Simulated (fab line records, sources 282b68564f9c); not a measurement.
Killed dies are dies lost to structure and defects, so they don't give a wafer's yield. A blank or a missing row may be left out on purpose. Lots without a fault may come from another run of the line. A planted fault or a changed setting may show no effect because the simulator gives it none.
Which tool did it? | flow rit_cmos | 14 lots, 42 wafers sampled, at 1 step of a route of 202

WHAT THE GAUGES READ, wafer by wafer
RIT_ACTIVE_CD_MEAS_11: target cd 1400 nm. Usual: cd_nm 1400.1 nm, standard deviation 2.6.
lot  | measured    | on        | cd_nm (nm)           | flag
L966 | day 1 14:35 | cd_sem-01 | 1400.7 1401.0 1400.7 |
L968 | day 2 02:22 | cd_sem-02 | 1400.6 1400.4 1398.7 |
L971 | day 2 17:28 | cd_sem-02 | 1404.2 1403.7 1400.6 |
L973 | day 3 03:49 | cd_sem-02 | 1401.8 1401.1 1402.7 |
L974 | day 3 07:17 | cd_sem-01 | 1398.7 1395.7 1398.8 |
L975 | day 3 12:14 | cd_sem-02 | 1400.2 1401.1 1401.3 |
L976 | day 3 18:28 | cd_sem-01 | 1397.0 1399.7 1398.8 |
L977 | day 3 21:36 | cd_sem-01 | 1401.2 1399.3 1400.8 |
L978 | day 4 03:26 | cd_sem-01 | 1397.9 1398.0 1396.5 |
L982 | day 4 23:01 | cd_sem-02 | 1398.0 1397.1 1397.3 |
L984 | day 5 08:38 | cd_sem-01 | 1399.9 1400.0 1402.1 |
L985 | day 5 16:23 | cd_sem-01 | 1404.7 1404.3 1404.2 |
L986 | day 5 19:41 | cd_sem-01 | 1400.4 1399.0 1398.6 |
L988 | day 6 04:47 | cd_sem-01 | 1401.7 1401.1 1399.8 |

WHICH TOOL RAN EACH LOT (tool, then ch and the chambers of the sampled wafers, then the start)
The record holds no process step before these readings.

WHAT THE TOOLS THEMSELVES READ (means of the sampled wafers that have a number; where no wafer has one, the mark that the record gives instead)
The record holds no such reading with a usual standard deviation.

THE ANSWER, worked out from the rows above alone
Rule: a lot is off if the mean of its wafers that have a number lies more than 3 standard deviations from the usual mean. A lot without any number at a reading at which 4 lots or more have one is off too. The other lots that the step has rows for count as sound. The gauges are gone through in route order, then the tools' own readings, and for those a lot's mean is taken as printed above. The first step at which some lot is off is used, and at that step the reading that is off furthest; a lot without a number counts as furthest.
No lot is off at any reading shown: from this, nothing can be told.

WHAT THE SIMULATOR HAD PUT IN
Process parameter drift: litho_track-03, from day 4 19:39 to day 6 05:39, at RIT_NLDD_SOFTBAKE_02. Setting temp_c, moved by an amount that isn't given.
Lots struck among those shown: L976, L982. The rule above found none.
